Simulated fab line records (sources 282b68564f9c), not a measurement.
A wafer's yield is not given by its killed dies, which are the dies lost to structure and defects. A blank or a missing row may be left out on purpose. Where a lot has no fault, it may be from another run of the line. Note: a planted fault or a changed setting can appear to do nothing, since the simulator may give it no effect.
fab line records | flow rit_cmos
record: lots: 5 wafers: 23
route steps=202 shown ACTIVE@2 FOX2@25 PWELL@40 NRETRO@55 NLDD@105 SPACER@130 NSD@139
start_h: hours from the record's first day to the start of the lot's first wafer shown | wait_h: hours elapsed since this lot's preceding step | " repeats the value in the row above | L1.1+2: one row covering several wafers at once | - no value, or no start was given | * or withheld: withheld | < > ~ a bound
route shown NAME@n: names a module that has steps shown in the file, with the first one's number in the route | usual: the fault-free wafers' mean and standard deviation | same: alike in all rows | chamber/n: place in a boat | sites: per-site readings | _std_site: how widely they spread, as a standard deviation | _edge_site: inner sites' mean taken away from outer sites' mean | radius_mm: for every site, how far away it sits from the centre of the wafer | mask NAME#n: copy n | behind: the most recent tool/chamber to have shaped the wafer | hold: cause of the lot's hold/its duration in hours/its outcome | device: which transistor (n, p or np) failed to switch | end of line: tests of these same wafers at the route's end | a step given without rows: its recipe and nothing more | killed: the dies lost at the first sort to structure and to defects; this is not the yield of the wafer | map: shows each die of a wafer: x if killed, . if not, _ if none is there
set.NAME: the setting as run; set.NAME@STEP: as run at that earlier step | model.NAME: the simulator's own value behind a step, which no gauge read
lots run with intentionally changed settings; tables by step, rows by wafer
== steps ==
step: RIT_ACTIVE_OXIDATION_01
recipe: temp_c: 1000 ambient: O2 target_thk_a: 468 ox_time_s: 3360
columns lot.wafer tool chamber start_h wait_h set.temp_c model.SiO2_of_ACTIVE_OXIDATION_01.thk_nm
L078.1 - - - 1.2 1017 55.53
L078.2 " - " " 1017 56.02
L078.3 " - " " 1017 54.55
L078.5 " - " " 1017 53.95
L078.6 " - " " 1017 54.89
L080.3 furnace-04 0 40.12 0.1 1000 47.46
L080.4 " 0 " " 1000 47.06
L080.6 " 0 " " 1000 47.18
L082.1 - - - 0.1 1028 61.1
L082.2 " - " " 1028 61.28
L082.3 " - " " 1028 60.96
L082.4 " - " " 1028 61.13
L082.6 " - " " 1028 61.22
L083.1 - - - 2.9 1013 53.2
L083.2 " - " " 1013 52.6
L083.3 " - " " 1013 52.31
L083.5 " - " " 1013 52.45
L083.6 " - " " 1013 53
L085.1 - - - 1.1 1000 46.27
L085.2 " - " " 1000 47.21
L085.4 " - " " 1000 46.83
L085.5 " - " " 1000 47.33
L085.6 " - " " 1000 46.61
step: RIT_ACTIVE_THK_MEAS_02
recipe: reads: SiO2_of_ACTIVE_OXIDATION_01
usual: ACTIVE_OXIDE_THK: 46.6/0.95
columns lot.wafer tool chamber start_h wait_h set.temp_c@ACTIVE_OXIDATION_01 ACTIVE_OXIDE_THK[nm]
L078.1 film_metro-03 - - - 1017 55.5
L078.2 " - " " 1017 56.0
L078.3 " - " " 1017 54.5
L078.5 " - " " 1017 53.9
L078.6 " - " " 1017 54.9
L080.3 film_metro-03 - 42.07 0.0 1000 47.5
L080.4 " - " " 1000 47.1
L080.6 " - " " 1000 47.1
L082.1 film_metro-02 - - - 1028 61.1
L082.2 " - " " 1028 61.3
L082.3 " - " " 1028 61.0
L082.4 " - " " 1028 61.1
L082.6 " - " " 1028 61.2
L083.1 film_metro-04 - - - 1013 53.2
L083.2 " - " " 1013 52.6
L083.3 " - " " 1013 52.3
L083.5 " - " " 1013 52.5
L083.6 " - " " 1013 53.0
L085.1 film_metro-03 - - - 1000 46.3
L085.2 " - " " 1000 47.2
L085.4 " - " " 1000 46.8
L085.5 " - " " 1000 47.4
L085.6 " - " " 1000 46.6
step: RIT_ACTIVE_DEVELOP_10
recipe: resist: NOVOLAK develop_time_s: 50 dev_temp_c: 23
columns lot.wafer tool chamber start_h wait_h set.develop_time_s
L078.1+2+3+5+6 litho_track-02 0 - - 50
L080.3+4+6 litho_track-02 0 - - 50
L082.1+3 litho_track-02 0 - - 42.91
L082.2+4+6 " 0 " " 50
L083.1+5 litho_track-01 0 - - 42.85
L083.2+3+6 " 0 " " 50
L085.1+5 litho_track-02 0 - - 50
L085.2+4+6 " 0 " " 46.28
step: RIT_ACTIVE_CD_MEAS_11
recipe: target_cd_nm: 1400
usual: cd_nm: 1399.8/2.1
columns lot.wafer tool chamber start_h wait_h set.develop_time_s@ACTIVE_DEVELOP_10 cd_nm
L078.1 cd_sem-01 - 35.55 - 50 1400.7
L078.2 " - " " 50 1401.3
L078.3 " - " " 50 1398.8
L078.5 " - " " 50 1398.4
L078.6 " - " " 50 1397.7
L080.3 cd_sem-01 - 44.65 - 50 1396.6
L080.4 " - " " 50 1393.9
L080.6 " - " " 50 1397.8
L082.1 cd_sem-01 - 55.39 - 42.91 1417.6
L082.2 " - " " 50 1399.5
L082.3 " - " " 42.91 1414.6
L082.4 " - " " 50 1400.1
L082.6 " - " " 50 1399.8
L083.1 cd_sem-01 - 62.19 - 42.85 1414.3
L083.2 " - " " 50 1397.5
L083.3 " - " " 50 1397.8
L083.5 " - " " 42.85 1413.2
L083.6 " - " " 50 1398.3
L085.1 cd_sem-01 - 71.31 - 50 1402.4
L085.2 " - " " 46.28 1409.4
L085.4 " - " " 46.28 1411.2
L085.5 " - " " 50 1404.4
L085.6 " - " " 46.28 1411.5
step: RIT_ACTIVE_HARDBAKE_12
recipe: resist: NOVOLAK temp_c: 140 time_s: 60
step: RIT_ACTIVE_ETCH_13
recipe: stop_on: SiO2 chemistry: SF6 target: Si3N4 time_s: 210 over_etch_frac: 0.4 SF6_flow_sccm: 200 pressure_mtorr: 260 rf_w: 125 target_depth_a: 2100
columns lot.wafer tool chamber start_h wait_h set.temp_c@ACTIVE_OXIDATION_01 set.develop_time_s@ACTIVE_DEVELOP_10 model.SiO2_of_ACTIVE_OXIDATION_01.thk_nm model.ACTIVE.cd_nm
L078.1 rie_diel-01 2 35.82 0.1 1017 50 52.69 1400
L078.2 " 3 " " 1017 50 56.02 1401
L078.3 " 0 " " 1017 50 54.55 1398
L078.5 " 3 " " 1017 50 53.95 1398
L078.6 " 0 " " 1017 50 54.89 1398
L080.3 rie_diel-04 1 44.88 0.1 1000 50 47.46 1396
L080.4 " 3 " " 1000 50 46.31 1394
L080.6 " 1 " " 1000 50 47.18 1398
L082.1 rie_diel-01 0 55.66 0.1 1028 42.91 61.1 1417
L082.2 " 1 " " 1028 50 61.28 1400
L082.3 " 2 " " 1028 42.91 58.11 1415
L082.4 " 3 " " 1028 50 61.13 1400
L082.6 " 2 " " 1028 50 58.4 1400
L083.1 rie_diel-04 0 62.46 0.1 1013 42.85 51.88 1414
L083.2 " 2 " " 1013 50 51.34 1397
L083.3 " 1 " " 1013 50 52.31 1398
L083.5 " 2 " " 1013 42.85 51.18 1413
L083.6 " 1 " " 1013 50 53 1398
L085.1 rie_diel-01 2 71.58 0.1 1000 50 43.39 1402
L085.2 " 3 " " 1000 46.28 47.21 1409
L085.4 " 1 " " 1000 46.28 46.83 1412
L085.5 " 1 " " 1000 50 47.33 1405
L085.6 " 2 " " 1000 46.28 43.74 1411
step: RIT_ACTIVE_STRIP_14
recipe: chemistry: O2 time_s: 180 resist: NOVOLAK platen_temp_c: withheld power_w: 500 pressure_mtorr: 4000 o2_flow_sccm: 4000
step: RIT_ACTIVE_CD_MEAS_90
recipe: target_cd_nm: 1400
usual: cd_nm: 1399.8/2.2
columns lot.wafer tool chamber start_h wait_h set.develop_time_s@ACTIVE_DEVELOP_10 cd_nm
L078.1 cd_sem-02 - 36.13 0.1 50 1400.0
L078.2 " - " " 50 1401.2
L078.3 " - " " 50 1398.5
L078.5 " - " " 50 1398.5
L078.6 " - " " 50 1397.8
L080.3 cd_sem-02 - 45.22 0.1 50 1396.7
L080.4 " - " " 50 1394.2
L080.6 " - " " 50 1397.8
L082.1 cd_sem-02 - 55.97 0.1 42.91 1416.9
L082.2 " - " " 50 1400.2
L082.3 " - " " 42.91 1414.5
L082.4 " - " " 50 1399.9
L082.6 " - " " 50 1399.8
L083.1 cd_sem-02 - 62.77 0.1 42.85 1414.2
L083.2 " - " " 50 1396.9
L083.3 " - " " 50 1398.1
L083.5 " - " " 42.85 1413.0
L083.6 " - " " 50 1398.4
L085.1 cd_sem-01 - 71.92 0.1 50 1402.6
L085.2 " - " " 46.28 1409.1
L085.4 " - " " 46.28 1411.8
L085.5 " - " " 50 1404.9
L085.6 " - " " 46.28 1411.2
step: RIT_ACTIVE_CLEAN_15
recipe: chemistry: SC1 mix: 3:3:50 time_s: 600 temp_c: 75
step: RIT_ACTIVE_CLEAN_16
recipe: chemistry: dHF dilution: 50:1 time_s: 30
step: RIT_FOX2_CLEAN_02
recipe: chemistry: dHF dilution: 50:1 time_s: 180
step: RIT_FOX2_WET_ETCH_03
recipe: chemistry: H3PO4 target: Si3N4 target_depth_nm: 195 temp_c: 165 time_s: 2700
columns lot.wafer tool chamber start_h wait_h set.temp_c@ACTIVE_OXIDATION_01 model.SiO2_of_ACTIVE_OXIDATION_01.thk_nm
L078.1 wet_bench-01 0 - - 1017 46.92
L078.2 " 0 " " 1017 49.85
L078.3 " 0 " " 1017 48.56
L078.5 " 0 " " 1017 48.02
L078.6 " 0 " " 1017 48.87
L080.3 wet_bench-01 3 50.10 0.0 1000 42.2
L080.4 " 3 " " 1000 41.19
L080.6 " 3 " " 1000 41.95
L082.1 wet_bench-02 1 - - 1028 54.27
L082.2 " 1 " " 1028 54.41
L082.3 " 1 " " 1028 51.63
L082.4 " 1 " " 1028 54.33
L082.6 " 1 " " 1028 51.87
L083.1 wet_bench-01 1 - - 1013 46.11
L083.2 " 1 " " 1013 45.58
L083.3 " 1 " " 1013 46.47
L083.5 " 1 " " 1013 45.46
L083.6 " 1 " " 1013 47.09
L085.1 wet_bench-01 0 - - 1000 38.73
L085.2 " 0 " " 1000 42.15
L085.4 " 0 " " 1000 41.84
L085.5 " 0 " " 1000 42.28
L085.6 " 0 " " 1000 39.08
step: RIT_PWELL_COAT_01
recipe: resist: NOVOLAK spin_rpm: 2000 resist_thk_nm: 1300
columns lot.wafer tool chamber start_h wait_h set.resist_thk_nm model.NOVOLAK_of_PWELL_COAT_01.thk_nm
L078.1 litho_track-03 0 42.43 0.1 1300 1300
L078.2+3+5 " 0 " " 1300 1302
L078.6 " 0 " " 1300 1303
L080.3 litho_track-04 0 52.80 0.1 1300 1304
L080.4+6 " 0 " " 1300 1306
L082.1 litho_track-04 0 63.91 0.1 1243 1238
L082.2+4 " 0 " " 1300 1298
L082.3 " 0 " " 1300 1299
L082.6 " 0 " " 1243 1244
L083.1+6 litho_track-04 0 70.75 0.1 1300 1290
L083.2 " 0 " " 1224 1217
L083.3 " 0 " " 1224 1219
L083.5 " 0 " " 1224 1216
L085.1 litho_track-03 0 79.25 0.1 1300 1300
L085.2+4 " 0 " " 1236 1232
L085.5 " 0 " " 1300 1298
L085.6 " 0 " " 1300 1297
step: RIT_PWELL_SOFTBAKE_02
recipe: resist: NOVOLAK temp_c: 90 time_s: 60
step: RIT_PWELL_EXPOSE_03
recipe: mask_id: M3 na: 0.57 target_cd_nm: 43700 dose_mj: 250
step: RIT_PWELL_DEVELOP_05
recipe: resist: NOVOLAK develop_time_s: 68 dev_temp_c: 23
step: RIT_PWELL_HARDBAKE_07
recipe: resist: NOVOLAK temp_c: 140 time_s: 120
columns lot.wafer tool chamber start_h wait_h set.resist_thk_nm@PWELL_COAT_01 model.NOVOLAK_of_PWELL_COAT_01.thk_nm
L078.1 litho_track-03 0 43.42 0.1 1300 1137
L078.2+3 " 0 " " 1300 1138
L078.5+6 " 0 " " 1300 1139
L080.3 litho_track-01 0 53.60 0.1 1300 1141
L080.4+6 " 0 " " 1300 1142
L082.1 litho_track-03 0 64.80 0.0 1243 1084
L082.2+3 " 0 " " 1300 1136
L082.4 " 0 " " 1300 1135
L082.6 " 0 " " 1243 1089
L083.1+6 litho_track-01 0 71.67 0.0 1300 1129
L083.2 " 0 " " 1224 1065
L083.3 " 0 " " 1224 1067
L083.5 " 0 " " 1224 1064
L085.1 litho_track-03 0 80.02 0.0 1300 1137
L085.2 " 0 " " 1236 1079
L085.4 " 0 " " 1236 1078
L085.5 " 0 " " 1300 1135
L085.6 " 0 " " 1300 1134
step: RIT_PWELL_IMPLANT_08
recipe: species: B energy_kev: 170 dose_cm2: 7e+13 tilt_deg: 7
columns lot.wafer tool chamber start_h wait_h set.energy_kev model.implant.drp_nm
L078.1+2+3+5+6 implanter-01 0 43.67 0.2 170 102.9
L080.3+4+6 implanter-01 0 53.81 0.2 170 102.9
L082.1+4 implanter-02 0 65.05 0.2 170 102.9
L082.2+3+6 " 0 " " 173.5 103.5
L083.1+2+3 implanter-02 0 71.92 0.2 170 102.9
L083.5+6 " 0 " " 165.2 101.9
L085.1+4 implanter-04 0 80.27 0.2 170 102.9
L085.2+5+6 " 0 " " 165.9 102
step: RIT_NRETRO_SOFTBAKE_02
recipe: resist: NOVOLAK temp_c: 90 time_s: 60
columns lot.wafer tool chamber start_h wait_h set.temp_c model.NOVOLAK_of_NRETRO_COAT_01.thk_nm
L078.1 litho_track-02 0 49.68 0.1 90 1276
L078.2+5 " 0 " " 92.29 1265
L078.3 " 0 " " 90 1277
L078.6 " 0 " " 90 1274
L080.3 litho_track-02 0 60.10 0.1 90 1282
L080.4+6 " 0 " " 90 1278
L082.1+3 litho_track-04 0 72.19 0.1 90 1281
L082.2 " 0 " " 90 1279
L082.4 " 0 " " 90 1283
L082.6 " 0 " " 90 1284
L083.1 litho_track-04 0 77.93 0.1 93.54 1267
L083.2 " 0 " " 93.54 1269
L083.3 " 0 " " 90 1283
L083.5+6 " 0 " " 90 1279
L085.1+4 litho_track-02 0 86.56 0.1 88.21 1279
L085.2 " 0 " " 90 1276
L085.5 " 0 " " 90 1277
L085.6 " 0 " " 88.21 1280
step: RIT_NRETRO_EXPOSE_03
recipe: mask_id: M4 na: 0.57 target_cd_nm: 43900 dose_mj: 250
step: RIT_NRETRO_PEB_04
recipe: resist: NOVOLAK temp_c: withheld time_s: withheld
step: RIT_NRETRO_DEVELOP_05
recipe: resist: NOVOLAK develop_time_s: 68 dev_temp_c: 23
columns lot.wafer tool chamber start_h wait_h set.temp_c@NRETRO_SOFTBAKE_02 model.NOVOLAK_of_NRETRO_COAT_01.thk_nm
L078.1 litho_track-04 0 - - 90 1275
L078.2+5 " 0 " " 92.29 1264
L078.3 " 0 " " 90 1276
L078.6 " 0 " " 90 1274
L080.3 litho_track-04 0 - - 90 1282
L080.4 " 0 " " 90 1277
L080.6 " 0 " " 90 1278
L082.1 litho_track-04 0 - - 90 1280
L082.2 " 0 " " 90 1279
L082.3 " 0 " " 90 1281
L082.4 " 0 " " 90 1283
L082.6 " 0 " " 90 1284
L083.1 litho_track-01 0 - - 93.54 1266
L083.2 " 0 " " 93.54 1268
L083.3 " 0 " " 90 1282
L083.5 " 0 " " 90 1278
L083.6 " 0 " " 90 1279
L085.1+4 litho_track-01 0 - - 88.21 1285
L085.2 " 0 " " 90 1276
L085.5 " 0 " " 90 1277
L085.6 " 0 " " 88.21 1286
step: RIT_NLDD_SOFTBAKE_02
recipe: resist: NOVOLAK temp_c: 90 time_s: 60
columns lot.wafer tool chamber start_h wait_h set.temp_c
L078.1+3+5 litho_track-04 0 61.92 0.1 86.61
L078.2+6 " 0 " " 90
L080.3+4+6 litho_track-04 0 75.58 0.1 90
L082.1+2+3+4+6 litho_track-01 0 85.75 0.1 90
L083.1+5 litho_track-03 0 91.37 0.1 90
L083.2+3+6 " 0 " " 91.4
L085.1+2+4+5+6 litho_track-04 0 98.42 0.1 90
step: RIT_NLDD_EXPOSE_03
recipe: mask_id: M7 na: 0.57 target_cd_nm: 40700 dose_mj: 250
step: RIT_NLDD_PEB_04
recipe: resist: NOVOLAK temp_c: withheld time_s: withheld
step: RIT_NLDD_DEVELOP_05
recipe: resist: NOVOLAK develop_time_s: 50 dev_temp_c: 23
columns lot.wafer tool chamber start_h wait_h set.temp_c@NLDD_SOFTBAKE_02 model.NOVOLAK_of_NLDD_COAT_01.thk_nm
L078.1 litho_track-03 0 - - 86.61 1010
L078.2 " 0 " " 90 997.2
L078.3 " 0 " " 86.61 1011
L078.5 " 0 " " 86.61 1009
L078.6 " 0 " " 90 1001
L080.3 litho_track-04 0 - - 90 993.4
L080.4 " 0 " " 90 996.4
L080.6 " 0 " " 90 992.8
L082.1 litho_track-04 0 - - 90 1001
L082.2 " 0 " " 90 996.1
L082.3 " 0 " " 90 998.6
L082.4 " 0 " " 90 998.5
L082.6 " 0 " " 90 997.1
L083.1 litho_track-03 0 - - 90 999.3
L083.2 " 0 " " 91.4 996.6
L083.3 " 0 " " 91.4 996.8
L083.5 " 0 " " 90 998.1
L083.6 " 0 " " 91.4 997.3
L085.1 litho_track-04 0 - - 90 997.6
L085.2+5 " 0 " " 90 998.3
L085.4 " 0 " " 90 997.9
L085.6 " 0 " " 90 997.5
step: RIT_SPACER_ETCHBACK_05
recipe: target_depth_a: 2500 SF6_flow_sccm: 30 CHF3_flow_sccm: 30 target: Si3N4 chemistry: SF6/CHF3 pressure_mtorr: 40 rf_w: 250 time_s: 240 stop_on: SiO2
columns lot.wafer tool chamber start_h wait_h set.time_s model.poly-Si_of_GATE_CVD_08.thk_nm model.Si3N4_of_SPACER_CVD_03.thk_nm
L078.1 rie_diel-04 1 66.96 0.1 240 166.8 199.6
L078.2 " 0 " " 206.9 172.9 203.5
L078.3 " 3 " " 206.9 174.1 205.2
L078.5 " 0 " " 206.9 172.8 203.6
L078.6 " 3 " " 240 164.8 195.6
L080.3 rie_diel-04 1 82.95 0.0 240 167.4 198.5
L080.4 " 3 " " 240 166.1 196.9
L080.6 " 3 " " 240 164.8 194.9
L082.1 rie_diel-04 2 91.93 0.1 240 166.5 195.8
L082.2 " 1 " " 260.9 164.4 193.4
L082.3 " 0 " " 260.9 161.8 190.8
L082.4 " 3 " " 260.9 160.2 191.1
L082.6 " 2 " " 240 168 197.1
L083.1 rie_diel-04 2 96.63 0.1 240 170.4 197.8
L083.2 " 1 " " 240 168.6 199.1
L083.3 " 3 " " 240 166.8 197.3
L083.5 " 2 " " 240 166 198.3
L083.6 " 1 " " 240 170.5 198.5
L085.1 rie_diel-04 2 104.49 0.1 259 160.6 191.7
L085.2 " 0 " " 259 160 191.3
L085.4 " 1 " " 259 163.6 194.2
L085.5 " 1 " " 240 168.9 197.8
L085.6 " 2 " " 240 166.1 195.9
step: RIT_NSD_IMPLANT_08
recipe: species: P energy_kev: 25 dose_cm2: 1e+15 tilt_deg: 7
columns lot.wafer tool chamber start_h wait_h set.energy_kev model.implant.rp_nm model.implant.drp_nm
L078.1+3 implanter-02 0 68.27 0.1 25 31.8 14.84
L078.2+5+6 " 0 " " 23.92 30.87 14.45
L080.3+4+6 implanter-02 0 84.32 0.1 25 31.94 14.84
L082.1+2+4 implanter-03 0 93.60 0.1 26.49 33.69 15.36
L082.3+6 " 0 " " 25 32.39 14.84
L083.1+6 implanter-02 0 97.81 0.1 25 32.26 14.84
L083.2+3+5 " 0 " " 24.22 31.58 14.56
L085.1+2 implanter-03 0 105.68 0.1 23.73 31.73 14.38
L085.4+5+6 " 0 " " 25 32.87 14.84
== key ==
split: step: RIT_ACTIVE_OXIDATION_01 setting: temp_c stated: 1000 by: lot
response: step: RIT_ACTIVE_OXIDATION_01 reading: model.SiO2_of_ACTIVE_OXIDATION_01.thk_nm change: +4.99 per: 1% r: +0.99
response: step: RIT_ACTIVE_THK_MEAS_02 reading: ACTIVE_OXIDE_THK change: +4.99 per: 1% r: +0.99
response: step: RIT_ACTIVE_ETCH_13 reading: model.SiO2_of_ACTIVE_OXIDATION_01.thk_nm change: +4.92 per: 1% r: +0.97
response: step: RIT_FOX2_WET_ETCH_03 reading: model.SiO2_of_ACTIVE_OXIDATION_01.thk_nm change: +4.32 per: 1% r: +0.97
split: step: RIT_ACTIVE_DEVELOP_10 setting: develop_time_s stated: 50 by: wafer
response: step: RIT_ACTIVE_CD_MEAS_11 reading: cd_nm change: -1.11 per: 1% r: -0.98
response: step: RIT_ACTIVE_ETCH_13 reading: model.ACTIVE.cd_nm change: -1.1 per: 1% r: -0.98
response: step: RIT_ACTIVE_CD_MEAS_90 reading: cd_nm change: -1.09 per: 1% r: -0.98
split: step: RIT_PWELL_COAT_01 setting: resist_thk_nm stated: 1300 by: wafer
response: step: RIT_PWELL_COAT_01 reading: model.NOVOLAK_of_PWELL_COAT_01.thk_nm change: +13 per: 1% r: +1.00
response: step: RIT_PWELL_HARDBAKE_07 reading: model.NOVOLAK_of_PWELL_COAT_01.thk_nm change: +11.2 per: 1% r: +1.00
split: step: RIT_PWELL_IMPLANT_08 setting: energy_kev stated: 170 by: wafer
response: step: RIT_PWELL_IMPLANT_08 reading: model.implant.drp_nm change: +0.34 per: 1% r: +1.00
split: step: RIT_NRETRO_SOFTBAKE_02 setting: temp_c stated: 90 by: wafer
response: step: RIT_NRETRO_SOFTBAKE_02 reading: model.NOVOLAK_of_NRETRO_COAT_01.thk_nm change: -3.17 per: 1% r: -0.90
response: step: RIT_NRETRO_DEVELOP_05 reading: model.NOVOLAK_of_NRETRO_COAT_01.thk_nm change: -3.65 per: 1% r: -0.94
split: step: RIT_NLDD_SOFTBAKE_02 setting: temp_c stated: 90 by: wafer
response: step: RIT_NLDD_DEVELOP_05 reading: model.NOVOLAK_of_NLDD_COAT_01.thk_nm change: -2.63 per: 1% r: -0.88
split: step: RIT_SPACER_ETCHBACK_05 setting: time_s stated: 240 by: wafer
response: step: RIT_SPACER_ETCHBACK_05 reading: model.poly-Si_of_GATE_CVD_08.thk_nm change: -0.597 per: 1% r: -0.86
response: step: RIT_SPACER_ETCHBACK_05 reading: model.Si3N4_of_SPACER_CVD_03.thk_nm change: -0.506 per: 1% r: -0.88
split: step: RIT_NSD_IMPLANT_08 setting: energy_kev stated: 25 by: wafer
response: step: RIT_NSD_IMPLANT_08 reading: model.implant.rp_nm change: +0.219 per: 1% r: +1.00
response: step: RIT_NSD_IMPLANT_08 reading: model.implant.drp_nm change: +0.0896 per: 1% r: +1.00
